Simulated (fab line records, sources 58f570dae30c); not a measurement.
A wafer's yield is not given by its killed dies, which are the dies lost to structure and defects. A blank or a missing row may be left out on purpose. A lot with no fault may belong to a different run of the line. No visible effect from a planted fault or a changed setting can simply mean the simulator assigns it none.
fab line records | flow berkeley-cmos170
record lots=14 | wafers=42 | last-day=13
route steps=331 shown NWELL@16 PVT@116 PSD@206 V2@295
lots untouched by any fault: they come from a run of this same line in which no faults occurred
start-h: start of the lot's first displayed wafer, in hours after the record's first day | wait-h: how many hours have passed since the lot's step before this one | " same as the row above | L1.1+2: several wafers, shown together as one row | - no value present, or no start provided | * or withheld: withheld | < > ~ a bound
route shown NAME@n: NAME is a module with steps in the file, n the number in the route of the first one | usual: mean and standard deviation over wafers with no fault | same: alike in all rows | chamber/n: place in a boat | sites: readings site by site | _std_site: the values' standard deviation | _edge_site: the outer-site mean with the inner-site mean subtracted | radius-mm: for every site, how far away it sits from the centre of the wafer | mask NAME#n: copy n | behind: the last tool/chamber to shape the wafer | hold: what put the lot on hold/how long, in hours/how the hold closed | device: the transistor (n, p or np) that didn't switch | end of line: tests of these same wafers at the route's end | a step given without rows: its recipe and nothing more | killed: the dies lost at the first sort to structure and to defects; this is not the yield of the wafer | map: shows each die of a wafer: x if killed, . if not, _ if none is there
set.NAME: the setting the step ran with; set.NAME@STEP: the setting that earlier step ran with | model.NAME: the simulator's own value behind a step, which no gauge read
a sample of lots followed through the steps of the route, with each step as a table and each wafer as a row
services: when a tool's chamber went out of use (start-h, in hours from the record's first day, below 0 if earlier), for how many hours, and the reason
## steps
# step UCB170_NWELL_THK_MEAS_02
# recipe reads=SiO2_of_NWELL_OXIDATION_01
# usual NWELL_OXIDE_THK=26.5/0.53
lot.wafer | tool          | chamber | start-h | wait-h | NWELL_OXIDE_THK[nm]
L857.1    | film-metro-01 | -       | 32.02   | 0.0    | 25.8
L857.3    | "             | -       | "       | "      | 26.0
L857.6    | "             | -       | "       | "      | 25.4
L855.2    | film-metro-04 | -       | 32.03   | 0.0    | 26.6
L855.3    | "             | -       | "       | "      | 26.8
L855.6    | "             | -       | "       | "      | 26.8
L858.1    | film-metro-04 | -       | 46.83   | 0.0    | 25.7
L858.3    | "             | -       | "       | "      | 26.3
L858.4    | "             | -       | "       | "      | 26.0
L861.1    | film-metro-01 | -       | 52.51   | 0.0    | 26.1
L861.2    | "             | -       | "       | "      | 26.0
L861.3    | "             | -       | "       | "      | 26.1
L865.1    | film-metro-02 | -       | 75.17   | 0.0    | 25.6
L865.3    | "             | -       | "       | "      | 25.9
L865.4    | "             | -       | "       | "      | 25.7
L866.1    | film-metro-01 | -       | 75.17   | 0.0    | 26.2
L866.4    | "             | -       | "       | "      | 26.2
L866.6    | "             | -       | "       | "      | 25.7
L867.3    | film-metro-02 | -       | 82.27   | 0.0    | 26.6
L867.4    | "             | -       | "       | "      | 26.1
L867.5    | "             | -       | "       | "      | 26.6
L868.1    | film-metro-04 | -       | 84.95   | 0.0    | 26.9
L868.3    | "             | -       | "       | "      | 26.7
L868.6    | "             | -       | "       | "      | 26.9
L870.2    | film-metro-02 | -       | 111.46  | 0.0    | 26.2
L870.3    | "             | -       | "       | "      | 26.4
L870.4    | "             | -       | "       | "      | 26.3
L871.2    | film-metro-01 | -       | 111.46  | 0.0    | 26.9
L871.3    | "             | -       | "       | "      | 26.8
L871.6    | "             | -       | "       | "      | 27.0
L872.1    | film-metro-04 | -       | 117.97  | 0.0    | 26.6
L872.2    | "             | -       | "       | "      | 26.4
L872.6    | "             | -       | "       | "      | 26.4
L875.3    | film-metro-01 | -       | 122.09  | 0.0    | 27.6
L875.5    | "             | -       | "       | "      | 27.0
L875.6    | "             | -       | "       | "      | 26.6
L876.1    | film-metro-04 | -       | 131.60  | 0.0    | 27.4
L876.4    | "             | -       | "       | "      | 27.8
L876.6    | "             | -       | "       | "      | 27.5
L878.2    | film-metro-02 | -       | 142.41  | 0.0    | 26.9
L878.3    | "             | -       | "       | "      | 27.4
L878.6    | "             | -       | "       | "      | 26.7
# step UCB170_PVT_COAT_01
# recipe resist=KrF | spin-rpm=1500 | resist-thk-nm=900
lot.wafer  | tool           | chamber | start-h | wait-h
L857.1+3+6 | litho-track-01 | 0       | 147.67  | 0.1
L861.1+2+3 | litho-track-04 | 0       | 154.22  | 0.1
L858.1+3+4 | litho-track-01 | 0       | 154.94  | 0.1
L855.2+3+6 | litho-track-03 | 0       | 154.97  | 0.1
L865.1+3+4 | litho-track-03 | 0       | 177.16  | 0.1
L866.1+4+6 | litho-track-01 | 0       | 177.24  | 0.1
L867.3+4+5 | litho-track-01 | 0       | 183.63  | 0.1
L868.1+3+6 | litho-track-04 | 0       | 183.99  | 0.1
L870.2+3+4 | litho-track-04 | 0       | 218.49  | 0.1
L871.2+3+6 | litho-track-03 | 0       | 218.57  | 0.1
L872.1+2+6 | litho-track-04 | 0       | 219.19  | 0.1
L875.3+5+6 | litho-track-03 | 0       | 222.94  | 0.1
L878.2+3+6 | litho-track-03 | 0       | 244.57  | 0.1
L876.1+4+6 | litho-track-03 | 0       | 247.73  | 0.1
# step UCB170_PVT_STRIP_08
# recipe chemistry=O2 | power-w=400 | pressure-mtorr=3500 | platen-temp-c=withheld | o2-flow-sccm=400 | overash-fraction=0.5
# usual drypump-motor-current-A=5.8/0.33 | oes-product-au=0.734/0.0045 | strip-time-to-endpoint-s=21.64/0.063
lot.wafer | tool            | chamber | start-h | wait-h | drypump-motor-current-A | oes-product-au | rf-hours-counter-h | strip-time-to-endpoint-s
L857.1    | plasma-asher-02 | 1       | 149.11  | 0.1    | 5.2                     | 0.737          | 45                 | 21.76
L857.3    | "               | 1       | "       | "      | 5.2                     | 0.731          | -                  | 21.71
L857.6    | "               | 1       | "       | "      | 5.2                     | 0.733          | -                  | 21.72
L861.1    | plasma-asher-04 | 1       | 155.70  | 0.1    | 6.3                     | 0.732          | 4                  | 21.69
L861.2    | "               | 0       | "       | "      | 5.8                     | 0.734          | 4                  | 21.71
L861.3    | "               | 0       | "       | "      | 5.8                     | 0.734          | -                  | 21.72
L858.1    | plasma-asher-04 | 1       | 156.20  | 0.2    | 6.3                     | 0.734          | 4                  | 21.70
L858.3    | "               | 1       | "       | "      | 6.3                     | 0.729          | -                  | 21.68
L858.4    | "               | 0       | "       | "      | 5.9                     | 0.740          | -                  | 21.73
L855.2    | plasma-asher-01 | 1       | 156.25  | 0.1    | 5.7                     | 0.738          | 41                 | 21.66
L855.3    | "               | 1       | "       | "      | 5.7                     | 0.731          | -                  | 21.66
L855.6    | "               | 1       | "       | "      | 5.7                     | 0.737          | -                  | 21.62
L865.1    | plasma-asher-01 | 1       | 179.37  | 0.1    | 5.7                     | 0.736          | 43                 | 21.62
L865.3    | "               | 1       | "       | "      | 5.7                     | 0.736          | -                  | 21.68
L865.4    | "               | 0       | "       | "      | 5.6                     | 0.730          | -                  | 21.69
L866.1    | plasma-asher-01 | 1       | 179.65  | 0.1    | 5.7                     | 0.731          | 43                 | 20.64
L866.4    | "               | 1       | "       | "      | 5.7                     | 0.742          | -                  | 20.55
L866.6    | "               | 0       | "       | "      | 5.6                     | 0.725          | -                  | 20.61
L867.3    | plasma-asher-01 | 1       | 185.60  | 0.2    | 5.7                     | 0.741          | -                  | 20.50
L867.4    | "               | 0       | "       | "      | 5.7                     | 0.731          | -                  | 20.53
L867.5    | "               | 1       | "       | "      | 5.7                     | 0.746          | -                  | 20.49
L868.1    | plasma-asher-01 | 0       | 186.37  | 0.1    | 5.6                     | 0.742          | 45                 | 21.63
L868.3    | "               | 0       | "       | "      | 5.6                     | 0.731          | -                  | 21.59
L868.6    | "               | 0       | "       | "      | 5.6                     | 0.735          | -                  | 21.66
L870.2    | plasma-asher-04 | 0       | 219.76  | 0.1    | 5.9                     | 0.736          | 10                 | 21.53
L870.3    | "               | 0       | "       | "      | 5.8                     | 0.729          | -                  | 21.53
L870.4    | "               | 1       | "       | "      | 6.3                     | 0.737          | -                  | 21.53
L871.2    | plasma-asher-04 | 0       | 220.13  | 0.1    | 5.8                     | 0.737          | 10                 | 21.60
L871.3    | "               | 0       | "       | "      | 5.8                     | 0.740          | -                  | 21.73
L871.6    | "               | 1       | "       | "      | 6.3                     | 0.733          | -                  | 21.59
L872.1    | plasma-asher-04 | 1       | 220.48  | 0.1    | 6.3                     | 0.740          | 10                 | 21.56
L872.2    | "               | 0       | "       | "      | 5.8                     | 0.736          | 10                 | 21.55
L872.6    | "               | 1       | "       | "      | 6.3                     | 0.739          | -                  | 21.58
L875.3    | plasma-asher-02 | 1       | 223.92  | 0.1    | 5.2                     | 0.740          | -                  | 21.59
L875.5    | "               | 0       | "       | "      | 5.5                     | 0.726          | -                  | 21.65
L875.6    | "               | 1       | "       | "      | 5.2                     | 0.729          | -                  | 21.62
L878.2    | plasma-asher-04 | 0       | 245.67  | 0.1    | 5.9                     | 0.740          | 13                 | 21.60
L878.3    | "               | 0       | "       | "      | 5.9                     | 0.741          | -                  | 21.63
L878.6    | "               | 1       | "       | "      | 6.3                     | 0.730          | -                  | 21.59
L876.1    | plasma-asher-04 | 0       | 248.61  | 0.1    | 5.8                     | 0.736          | 13                 | 21.71
L876.4    | "               | 1       | "       | "      | 6.3                     | 0.736          | -                  | 21.60
L876.6    | "               | 1       | "       | "      | 6.3                     | 0.734          | -                  | 21.65
# step UCB170_SDANNEAL_RS_MEAS_02
# recipe thk-meas-gauge=four-point-probe
# usual PSD_RS=75.6/0.32
lot.wafer | tool          | chamber | start-h | wait-h | PSD_RS[ohm/sq]
L857.1    | film-metro-04 | -       | 187.37  | 0.0    | 75.2
L857.3    | "             | -       | "       | "      | 75.6
L857.6    | "             | -       | "       | "      | 75.4
L861.1    | film-metro-04 | -       | 189.09  | 0.0    | 76.0
L861.2    | "             | -       | "       | "      | 75.7
L861.3    | "             | -       | "       | "      | 75.8
L855.2    | film-metro-03 | -       | 189.36  | 0.1    | 75.8
L855.3    | "             | -       | "       | "      | 75.8
L855.6    | "             | -       | "       | "      | 75.9
L858.1    | film-metro-04 | -       | 189.69  | 0.4    | 75.7
L858.3    | "             | -       | "       | "      | 76.0
L858.4    | "             | -       | "       | "      | 76.0
L865.1    | film-metro-03 | -       | 208.21  | 0.1    | 76.0
L865.3    | "             | -       | "       | "      | 75.8
L865.4    | "             | -       | "       | "      | 76.1
L866.1    | film-metro-01 | -       | 208.84  | 0.0    | 75.1
L866.4    | "             | -       | "       | "      | 74.9
L866.6    | "             | -       | "       | "      | 74.8
L867.3    | film-metro-03 | -       | 223.39  | 0.1    | 75.3
L867.4    | "             | -       | "       | "      | 75.6
L867.5    | "             | -       | "       | "      | 75.8
L868.1    | film-metro-01 | -       | 223.52  | 0.1    | 75.2
L868.3    | "             | -       | "       | "      | 75.6
L868.6    | "             | -       | "       | "      | 75.4
L870.2    | film-metro-03 | -       | 253.47  | 0.1    | 75.3
L870.3    | "             | -       | "       | "      | 75.6
L870.4    | "             | -       | "       | "      | 75.5
L872.1    | film-metro-04 | -       | 253.86  | 0.0    | 75.3
L872.2    | "             | -       | "       | "      | 75.8
L872.6    | "             | -       | "       | "      | 75.4
L875.3    | film-metro-01 | -       | 253.90  | 0.1    | 75.3
L875.5    | "             | -       | "       | "      | 75.8
L875.6    | "             | -       | "       | "      | 75.5
L871.2    | film-metro-03 | -       | 254.23  | 0.1    | 75.3
L871.3    | "             | -       | "       | "      | 75.3
L871.6    | "             | -       | "       | "      | 75.8
L878.2    | film-metro-04 | -       | 279.83  | 0.1    | 75.5
L878.3    | "             | -       | "       | "      | 76.0
L878.6    | "             | -       | "       | "      | 75.8
L876.1    | film-metro-03 | -       | 280.01  | 0.1    | 75.7
L876.4    | "             | -       | "       | "      | 75.6
L876.6    | "             | -       | "       | "      | 75.8
# step UCB170_V2_BOW_MEAS_03
# recipe mode=bow
# usual V2_BOW=37/7.1
lot.wafer | tool          | chamber | start-h | wait-h | V2_BOW[um]
L861.1    | film-metro-03 | -       | 209.92  | 0.1    | 35
L861.2    | "             | -       | "       | "      | 42
L861.3    | "             | -       | "       | "      | 43
L855.2    | film-metro-02 | -       | 210.11  | 0.3    | 32
L855.3    | "             | -       | "       | "      | 41
L855.6    | "             | -       | "       | "      | 37
L857.1    | film-metro-04 | -       | 210.22  | 0.1    | 39
L857.3    | "             | -       | "       | "      | 44
L857.6    | "             | -       | "       | "      | 35
L858.1    | film-metro-04 | -       | 211.80  | 0.2    | 43
L858.3    | "             | -       | "       | "      | 37
L858.4    | "             | -       | "       | "      | 41
L865.1    | film-metro-04 | -       | 225.38  | 0.1    | 42
L865.3    | "             | -       | "       | "      | 53
L865.4    | "             | -       | "       | "      | 30
L866.1    | film-metro-04 | -       | 228.24  | 0.1    | 34
L866.4    | "             | -       | "       | "      | 33
L866.6    | "             | -       | "       | "      | 42
L867.3    | film-metro-02 | -       | 238.29  | 0.1    | 25
L867.4    | "             | -       | "       | "      | 43
L867.5    | "             | -       | "       | "      | 29
L868.1    | film-metro-04 | -       | 239.81  | 0.1    | 40
L868.3    | "             | -       | "       | "      | 31
L868.6    | "             | -       | "       | "      | 38
L870.2    | film-metro-04 | -       | 270.72  | 0.1    | 36
L870.3    | "             | -       | "       | "      | 42
L870.4    | "             | -       | "       | "      | 32
L872.1    | film-metro-02 | -       | 271.37  | 0.1    | 35
L872.2    | "             | -       | "       | "      | 42
L872.6    | "             | -       | "       | "      | 30
L875.3    | film-metro-04 | -       | 273.03  | 0.3    | 43
L875.5    | "             | -       | "       | "      | 47
L875.6    | "             | -       | "       | "      | 39
L871.2    | film-metro-03 | -       | 273.91  | 0.3    | 24
L871.3    | "             | -       | "       | "      | 37
L871.6    | "             | -       | "       | "      | 30
L878.2    | film-metro-02 | -       | 296.30  | 0.2    | 38
L878.3    | "             | -       | "       | "      | 39
L878.6    | "             | -       | "       | "      | 42
L876.1    | film-metro-03 | -       | 296.96  | 0.1    | 43
L876.4    | "             | -       | "       | "      | 42
L876.6    | "             | -       | "       | "      | 32
## services
tool            | chamber | start-h | hours | kind
plasma-asher-01 | -       | 126.43  | 0.9   | repair
plasma-asher-04 | -       | 146.92  | 3.8   | repair
plasma-asher-04 | -       | 147.98  | 0.8   | repair
plasma-asher-02 | -       | 156.06  | 2.1   | repair
plasma-asher-04 | -       | 174.14  | 15.6  | pm
plasma-asher-02 | -       | 179.65  | 28.1  | pm
plasma-asher-02 | -       | 219.52  | 2.0   | repair
plasma-asher-02 | -       | 233.96  | 3.2   | repair
plasma-asher-01 | -       | 247.52  | 2.9   | repair
## key
first-sign step=UCB170_PVT_STRIP_08 | reading=strip-time-to-endpoint-s | direction=down | sigmas=17 | usual=* | struck=*
effect none on later readings
met-at UCB170_PVT_COAT_01
struck-lots L866,L867
tester-left-out L866,L867
not-acting-at UCB170_NWELL_THK_MEAS_02,UCB170_SDANNEAL_RS_MEAS_02,UCB170_V2_BOW_MEAS_03
onset-between 154.94 177.24
fault kind=process-parameter-drift | tool=litho-track-01 | chamber=- | onset-h=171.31 | steps=UCB170_PVT_COAT_01 | channel=resist-thk-nm | offset=* | shape=step | end-h=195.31 | acts-in=* | stated=*
# tester-left-out: of these lots the tester's yield and bins aren't shown, on N5 and GAA mostly nor the transistor test; their killed dies are dies lost to structure and defects alone, not to doping, threshold or leakage, so they don't give the yield
